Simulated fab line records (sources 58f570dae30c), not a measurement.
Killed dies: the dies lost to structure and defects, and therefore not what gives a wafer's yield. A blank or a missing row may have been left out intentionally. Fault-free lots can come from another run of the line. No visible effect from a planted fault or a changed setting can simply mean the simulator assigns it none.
Which of the tools did it? ; flow berkeley_cmos170 ; 14 lots with 42 wafers sampled at 6 steps, on a route of 331 steps

WHAT THE GAUGES SHOWED, per wafer
UCB170_NWELL_OVL_MEAS_12. Usual: for NWELL_OVL the level is -2 nm and the standard deviation is 5.7.
lot;measured;on;NWELL_OVL (nm);flag
L678;day 2 08:50;overlay-02;1 1 2;
L679;day 2 17:18;overlay-01;-16 -10 -11;
L680;day 3 02:18;overlay-01;5 1 4;
L681;day 3 02:28;overlay-02;1 -1 -4;
L682;day 3 13:42;overlay-02;5 1 3;
L684;day 3 18:00;overlay-01;-5 -9 5;
L683;day 3 18:17;overlay-02;-10 -11 -12;
L686;day 4 02:37;overlay-02;4 6 5;
L685;day 4 03:20;overlay-02;-5 -9 -6;
L687;day 4 08:08;overlay-02;0 -2 -6;
L688;day 4 11:24;overlay-02;2 -1 -1;
L696;day 6 05:43;overlay-02;-2 4 -2;
L695;day 6 05:59;overlay-01;2 3 4;
L701;day 7 12:54;overlay-01;-10 -5 -10;

UCB170_PWELL_THK_MEAS_06. Usual: for PWELL_NITRIDE_THK the level is 219.7 nm and the standard deviation is 1.9.
lot;measured;on;PWELL_NITRIDE_THK (nm);flag
L678;day 3 05:25;film_metro-02;220.2 219.4 221.2;
L679;day 3 12:37;film_metro-02;220.0 218.0 220.0;
L680;day 3 20:08;film_metro-03;221.7 221.3 221.6;
L681;day 3 20:07;film_metro-01;218.7 219.0 217.9;
L682;day 4 08:20;film_metro-03;218.6 217.2 219.5;
L684;day 4 12:25;film_metro-02;220.8 221.7 221.8;
L683;day 4 12:25;film_metro-03;219.7 219.2 217.8;
L686;day 4 18:11;film_metro-02;323.1 322.7 321.5;OFF
L685;day 4 18:13;film_metro-03;323.0 321.8 321.1;OFF
L687;day 4 22:34;film_metro-03;320.1 318.9 321.3;OFF
L688;day 5 04:50;film_metro-02;217.2 216.8 218.3;
L696;day 6 23:00;film_metro-03;221.5 219.2 220.4;
L695;day 6 22:59;film_metro-01;217.3 216.5 217.2;
L701;day 8 19:47;film_metro-01;219.6 221.3 221.2;

UCB170_SACOX_THK_MEAS_02. Usual: for SACOX_OXIDE_THK the level is 14.40 nm and the standard deviation is 0.27.
lot;measured;on;SACOX_OXIDE_THK (nm);flag
L678;day 5 19:11;film_metro-04;14.59 14.54 14.55;
L679;day 6 06:35;film_metro-02;14.51 14.59 14.46;
L680;day 6 06:37;film_metro-03;13.81 13.81 14.00;
L681;day 6 06:35;film_metro-04;14.10 14.26 13.88;
L682;day 6 16:44;film_metro-02;14.57 14.58 14.51;
L684;day 7 06:59;film_metro-03;14.19 14.47 14.27;
L683;day 7 07:03;film_metro-03;14.58 14.53 14.47;
L686;day 7 06:59;film_metro-02;14.45 14.09 14.07;
L685;day 7 06:59;film_metro-04;13.90 14.03 14.13;
L687;day 7 22:06;film_metro-02;14.51 14.84 14.72;
L688;day 7 22:06;film_metro-04;14.87 14.58 14.67;
L696;day 10 04:17;film_metro-02;14.80 14.60 14.78;
L695;day 10 04:16;film_metro-03;14.55 14.55 14.31;
L701;day 11 11:11;film_metro-03;14.20 14.13 13.95;

UCB170_NVT_OVL_MEAS_06. Usual: for NVT_OVL the level is 1 nm and the standard deviation is 5.8.
lot;measured;on;NVT_OVL (nm);flag
L678;day 6 10:49;overlay-01;-4 0 10;
L679;day 6 20:49;overlay-02;-1 3 -5;
L680;day 6 21:09;overlay-01;0 1 4;
L681;day 6 21:01;overlay-02;6 2 -1;
L682;day 7 07:41;overlay-01;4 -8 -6;
L684;day 8 03:11;overlay-01;-4 4 3;
L683;day 8 03:33;overlay-01;0 5 2;
L686;day 8 03:26;overlay-02;1 4 2;
L685;day 8 03:49;overlay-02;-4 2 5;
L687;day 8 19:52;overlay-01;8 9 7;
L688;day 8 19:38;overlay-01;9 5 15;
L696;day 10 22:31;overlay-01;6 -6 7;
L695;day 10 21:52;overlay-02;1 8 5;
L701;day 12 03:05;overlay-02;3 -10 -7;

EACH LOT AND THE TOOL THAT RAN IT (in order: tool; ch and the chambers of the sampled wafers; start)
lot;UCB170_PWELL_CVD_05;UCB170_PWELL_ETCH_14
L678;lpcvd-01 ch 1, day 3 03:30;rie_diel-03 ch 0,1, day 3 06:21
L679;lpcvd-01 ch 1, day 3 10:41;rie_diel-02 ch 0,1,3, day 3 13:57
L680;lpcvd-02 ch 1, day 3 18:11;rie_diel-03 ch 1,2,3, day 3 21:20
L681;lpcvd-02 ch 1, day 3 18:11;rie_diel-02 ch 1,3, day 3 21:50
L682;lpcvd-02 ch 0, day 4 06:25;rie_diel-02 ch 1,2,3, day 4 09:16
L684;lpcvd-01 ch 1, day 4 10:30;rie_diel-02 ch 1,2, day 4 13:38
L683;lpcvd-01 ch 0, day 4 10:30;rie_diel-04 ch 0,3, day 4 13:53
L686;lpcvd-01 ch 0, day 4 16:16;rie_diel-04 ch 0,2,3, day 4 19:07
L685;lpcvd-01 ch 0, day 4 16:16;rie_diel-03 ch 0,1, day 4 19:50
L687;lpcvd-01 ch 0, day 4 20:39;rie_diel-03 ch 0,2,3, day 4 23:38
L688;lpcvd-02 ch 1, day 5 02:55;rie_diel-02 ch 0,2, day 5 06:08
L696;lpcvd-02 ch 1, day 6 21:04;rie_diel-03 ch 0,1,2, day 7 00:26
L695;lpcvd-02 ch 0, day 6 21:04;rie_diel-04 ch 0,1,2, day 7 00:22
L701;lpcvd-01 ch 1, day 8 16:50;rie_diel-02 ch 0,1,3, day 8 20:56
- UCB170_PWELL_CVD_05: deposits Si3N4 from SiH2Cl2/NH3, target thk 220 nm, time 3300 s.
- UCB170_PWELL_ETCH_14: etches Si3N4 in CH3F/Ar/O2, stops on SiO2, target depth 242 nm, time 151 s.

AS READ BY THE TOOLS THEMSELVES (means over the sampled wafers that have a number; for cases with no such wafer, the mark the record gives instead)
UCB170_PWELL_CVD_05. Usual: spike_tc_centre_C 802.2 C, standard deviation 1.2; zone_power_source_pct 20.2 %, standard deviation 1.9.
lot;tool;spike_tc_centre_C (C);zone_power_source_pct (%);flag
L678;lpcvd-01;803.9;22.6;
L679;lpcvd-01;801.7;22.5;
L680;lpcvd-02;802.8;17.8;
L681;lpcvd-02;804.0;17.8;
L682;lpcvd-02;800.7;19.0;
L684;lpcvd-01;803.0;22.6;
L683;lpcvd-01;802.1;21.3;
L686;lpcvd-01;801.5;21.1;
L685;lpcvd-01;802.5;21.2;
L687;lpcvd-01;802.1;21.0;
L688;lpcvd-02;802.4;17.8;
L696;lpcvd-02;802.8;17.9;
L695;lpcvd-02;800.5;18.9;
L701;lpcvd-01;803.3;22.6;

UCB170_PWELL_ETCH_14. Usual: drypump_motor_current_A 5.9 A, standard deviation 0.37; oes_product_au 0.939 a.u., standard deviation 0.018; throttle_valve_pct 8.05 %, standard deviation 0.11.
lot;tool;drypump_motor_current_A (A);oes_product_au (a.u.);throttle_valve_pct (%);flag
L678;rie_diel-03;5.6;0.925;8.08;
L679;rie_diel-02;5.6;0.942;8.02;
L680;rie_diel-03;6.0;0.942;8.06;
L681;rie_diel-02;5.8;0.940;8.11;
L682;rie_diel-02;5.8;0.930;8.07;
L684;rie_diel-02;5.9;0.927;8.03;
L683;rie_diel-04;5.9;0.944;8.15;
L686;rie_diel-04;6.1;1.015;8.06;OFF
L685;rie_diel-03;5.5;0.999;8.04;OFF
L687;rie_diel-03;6.0;0.993;8.10;OFF
L688;rie_diel-02;5.6;0.939;7.93;
L696;rie_diel-03;5.8;0.933;8.11;
L695;rie_diel-04;6.2;0.948;8.01;
L701;rie_diel-02;5.7;0.940;8.01;

THE ANSWER, worked out from the rows above alone
Rule: lot off if the mean of its wafers having a number is beyond 3 standard deviations from the usual mean. Also off: a lot with no number at a reading for which 4 or more lots have one. Any other lot the step has rows for is counted as sound. After the gauges, taken in route order, come the tools' own readings; for these a lot's mean is taken, as printed above. The first step at which some lot is off is used, and at that step the reading that is off furthest; a lot without a number counts as furthest.
Off: L686, L685, L687, seen at UCB170_PWELL_THK_MEAS_06 (PWELL_NITRIDE_THK).
If a tool, at a process step before that reading, ran all the lots that are off and no sound lot after the first of them, it fits. The gauges at UCB170_PWELL_THK_MEAS_06 aren't tried: what is off there is off at UCB170_PWELL_ETCH_14 too, on other tools, and a gauge's error can't cause that. Of those tried, none fits.

WHAT WAS PUT IN BY THE SIMULATOR
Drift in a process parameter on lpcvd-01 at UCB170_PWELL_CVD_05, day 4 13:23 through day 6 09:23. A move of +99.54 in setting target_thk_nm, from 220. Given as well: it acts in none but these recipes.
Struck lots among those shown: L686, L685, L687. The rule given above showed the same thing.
